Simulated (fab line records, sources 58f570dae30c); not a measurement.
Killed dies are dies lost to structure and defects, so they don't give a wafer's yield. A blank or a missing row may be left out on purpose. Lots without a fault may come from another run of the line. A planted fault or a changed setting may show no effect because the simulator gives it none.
Which tool did it? | flow berkeley_cmos170 | 14 lots, 42 wafers sampled, at 5 steps of a route of 331

WHAT THE GAUGES READ, wafer by wafer
UCB170_NWELL_TW_MEAS_16. Usual: NWELL_TW 1242, standard deviation 5.8.
lot  | measured    | on            | NWELL_TW       | flag
L998 | day 2 12:32 | film_metro-02 | 1247 1246 1243 |
L999 | day 2 19:01 | film_metro-02 | 1246 1244 1241 |
L102 | day 3 06:32 | film_metro-04 | 1247 1243 1241 |
L104 | day 3 11:31 | film_metro-03 | 1465 1465 1473 | OFF
L103 | day 3 11:39 | film_metro-02 | 1466 1469 1463 | OFF
L107 | day 4 07:07 | film_metro-04 | 1244 1229 1236 |
L113 | day 5 11:43 | film_metro-02 | 1248 1254 1245 |
L114 | day 5 19:59 | film_metro-04 | 1243 1238 1239 |
L115 | day 5 20:17 | film_metro-02 | 1248 1251 1251 |
L117 | day 6 01:40 | film_metro-04 | 1248 1233 1241 |
L118 | day 6 09:56 | film_metro-04 | 1245 1238 1239 |
L120 | day 6 19:36 | film_metro-02 | 1252 1249 1249 |
L119 | day 6 19:41 | film_metro-03 | 1240 1235 1228 |
L121 | day 7 01:13 | film_metro-02 | 1242 1243 1243 |

UCB170_PWELL_THK_MEAS_06. Usual: PWELL_NITRIDE_THK 219.6 nm, standard deviation 2.1.
lot  | measured    | on            | PWELL_NITRIDE_THK (nm) | flag
L998 | day 3 01:22 | film_metro-04 | 218.2 217.7 216.0      |
L999 | day 3 08:31 | film_metro-04 | 218.7 216.7 217.7      |
L102 | day 4 00:10 | film_metro-01 | 221.3 221.8 220.4      |
L104 | day 4 04:55 | film_metro-01 | 223.4 222.8 221.5      |
L103 | day 4 04:53 | film_metro-02 | 218.4 219.2 221.0      |
L107 | day 5 05:49 | film_metro-01 | 218.2 219.3 217.8      |
L113 | day 6 02:09 | film_metro-02 | 218.1 219.4 218.9      |
L114 | day 6 10:07 | film_metro-01 | 218.2 219.4 219.3      |
L115 | day 6 10:04 | film_metro-01 | 219.2 218.6 219.5      |
L117 | day 6 14:56 | film_metro-01 | 220.5 218.5 219.8      |
L118 | day 7 00:56 | film_metro-04 | 218.0 216.8 216.4      |
L120 | day 7 10:58 | film_metro-02 | 222.2 220.1 219.0      |
L119 | day 7 10:58 | film_metro-01 | 221.0 220.8 218.7      |
L121 | day 7 17:24 | film_metro-02 | 217.9 216.4 216.5      |

UCB170_FIELD_THK_MEAS_91. Usual: FIELD_OXIDE_LEFT_2_THK 357 nm, standard deviation 9.3.
lot  | measured     | on            | FIELD_OXIDE_LEFT_2_THK (nm) | flag
L998 | day 5 19:28  | film_metro-01 | 355 364 364                 |
L999 | day 6 06:23  | film_metro-02 | 363 358 362                 |
L102 | day 6 16:45  | film_metro-01 | 358 364 362                 |
L104 | day 6 21:23  | film_metro-04 | 349 342 340                 |
L103 | day 6 21:22  | film_metro-01 | 377 370 378                 |
L107 | day 8 02:20  | film_metro-04 | 358 360 354                 |
L113 | day 8 12:56  | film_metro-04 | 351 353 346                 |
L114 | day 9 07:34  | film_metro-01 | 360 349 360                 |
L115 | day 9 03:04  | film_metro-02 | 366 353 365                 |
L117 | day 9 07:02  | film_metro-02 | 375 376 374                 |
L118 | day 9 07:19  | film_metro-01 | 372 352 372                 |
L120 | day 9 17:58  | film_metro-01 | 360 364 358                 |
L119 | day 9 18:01  | film_metro-02 | 355 361 360                 |
L121 | day 10 06:22 | film_metro-02 | 365 356 365                 |

WHICH TOOL RAN EACH LOT (tool, then ch and the chambers of the sampled wafers, then the start)
lot  | UCB170_NWELL_IMPLANT_14        | UCB170_PFIELD_STRIP_08
L998 | implanter-04 ch 0, day 2 12:18 | plasma_asher-04 ch 0,1, day 4 08:30
L999 | implanter-04 ch 0, day 2 18:45 | plasma_asher-04 ch 0,1, day 4 23:55
L102 | implanter-01 ch 0, day 3 06:18 | plasma_asher-03 ch 0,1, day 5 11:47
L104 | implanter-01 ch 0, day 3 11:18 | plasma_asher-01 ch 0,1, day 5 17:37
L103 | implanter-01 ch 0, day 3 11:24 | plasma_asher-03 ch 0,1, day 5 17:19
L107 | implanter-04 ch 0, day 4 06:52 | plasma_asher-03 ch 0,1, day 6 13:22
L113 | implanter-04 ch 0, day 5 11:28 | plasma_asher-03 ch 0,1, day 7 08:01
L114 | implanter-02 ch 0, day 5 19:46 | plasma_asher-03 ch 0,1, day 8 02:18
L115 | implanter-04 ch 0, day 5 20:04 | plasma_asher-03 ch 0,1, day 7 19:07
L117 | implanter-04 ch 0, day 6 01:25 | plasma_asher-01 ch 0,1, day 8 02:34
L118 | implanter-02 ch 0, day 6 09:41 | plasma_asher-03 ch 0,1, day 8 04:54
L120 | implanter-02 ch 0, day 6 19:21 | plasma_asher-03 ch 0,1, day 8 14:33
L119 | implanter-04 ch 0, day 6 19:26 | plasma_asher-01 ch 0,1, day 8 14:56
L121 | implanter-04 ch 0, day 7 00:58 | plasma_asher-04 ch 0,1, day 9 02:15
- UCB170_NWELL_IMPLANT_14
- UCB170_PFIELD_STRIP_08: strips in O2.

WHAT THE TOOLS THEMSELVES READ (means of the sampled wafers that have a number; where no wafer has one, the mark that the record gives instead)
UCB170_NWELL_IMPLANT_14. Usual: dose_ions_cm2 1.0001e+13, standard deviation 9.9e+09; faraday_current_uA 31.7, standard deviation 0.61.
lot  | tool         | dose_ions_cm2 | faraday_current_uA | flag
L998 | implanter-04 | 9.9970e+12    | 31.9               |
L999 | implanter-04 | 9.9967e+12    | 32.1               |
L102 | implanter-01 | 1.0009e+13    | 31.6               |
L104 | implanter-01 | 1.6712e+13    | 52.4               | OFF
L103 | implanter-01 | 1.6703e+13    | 53.4               | OFF
L107 | implanter-04 | 1.0002e+13    | 31.5               |
L113 | implanter-04 | 1.0003e+13    | 31.7               |
L114 | implanter-02 | 1.0004e+13    | 31.6               |
L115 | implanter-04 | 9.9833e+12    | 32.1               |
L117 | implanter-04 | 1.0016e+13    | 31.5               |
L118 | implanter-02 | 1.0000e+13    | 31.7               |
L120 | implanter-02 | 9.9910e+12    | 31.7               |
L119 | implanter-04 | 1.0006e+13    | 31.6               |
L121 | implanter-04 | 9.9950e+12    | 31.0               |

UCB170_PFIELD_STRIP_08. Usual: drypump_motor_current_A 5.9 A, standard deviation 0.67; oes_product_au 0.735 a.u., standard deviation 0.0046; strip_time_to_endpoint_s 21.61 s, standard deviation 0.057.
lot  | tool            | drypump_motor_current_A (A) | oes_product_au (a.u.) | strip_time_to_endpoint_s (s) | flag
L998 | plasma_asher-04 | 6.0                         | 0.735                 | 21.68                        |
L999 | plasma_asher-04 | 6.0                         | 0.737                 | 21.62                        |
L102 | plasma_asher-03 | 6.4                         | 0.735                 | 21.53                        |
L104 | plasma_asher-01 | 4.8                         | 0.733                 | 21.58                        |
L103 | plasma_asher-03 | 6.1                         | 0.738                 | 21.61                        |
L107 | plasma_asher-03 | 6.2                         | 0.735                 | 21.54                        |
L113 | plasma_asher-03 | 6.4                         | 0.737                 | 21.56                        |
L114 | plasma_asher-03 | 6.2                         | 0.735                 | 21.66                        |
L115 | plasma_asher-03 | 6.4                         | 0.733                 | 21.59                        |
L117 | plasma_asher-01 | 4.9                         | 0.735                 | 21.62                        |
L118 | plasma_asher-03 | 6.4                         | 0.730                 | 21.60                        |
L120 | plasma_asher-03 | 6.2                         | 0.736                 | 21.59                        |
L119 | plasma_asher-01 | 4.8                         | 0.736                 | 21.59                        |
L121 | plasma_asher-04 | 6.3                         | 0.732                 | 21.72                        |

THE ANSWER, worked out from the rows above alone
Rule: a lot is off if the mean of its wafers that have a number lies more than 3 standard deviations from the usual mean. A lot without any number at a reading at which 4 lots or more have one is off too. The other lots that the step has rows for count as sound. The gauges are gone through in route order, then the tools' own readings, and for those a lot's mean is taken as printed above. The first step at which some lot is off is used, and at that step the reading that is off furthest; a lot without a number counts as furthest.
Off: L104, L103, at UCB170_NWELL_TW_MEAS_16 (NWELL_TW).
A tool fits if, at a process step before that reading, it ran every lot that is off, and no sound lot after the first of them. The gauges at UCB170_NWELL_TW_MEAS_16 aren't tried: what is off there is off at UCB170_NWELL_IMPLANT_14 too, on other tools, and a gauge's error can't cause that. One fits: implanter-01 at UCB170_NWELL_IMPLANT_14. Its last sound lot is L102 (day 3 06:18), its first lot that is off L104 (day 3 11:18): a fault that began between those two fits.
The tool's own readings at UCB170_NWELL_IMPLANT_14 bear it out: on the lots that are off they differ by more than 5 times the standard deviation of the sound lots' means. dose_ions_cm2 reads 1.6708e+13 there against 1.0000e+13 on the sound lots; faraday_current_uA reads 52.9 there against 31.7 on the sound lots.

WHAT THE SIMULATOR HAD PUT IN
Process parameter drift: implanter-01, from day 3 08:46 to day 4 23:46, at UCB170_NWELL_IMPLANT_14. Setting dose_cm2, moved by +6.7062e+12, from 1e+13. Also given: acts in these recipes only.
Lots struck among those shown: L104, L103. The rule above found the same.
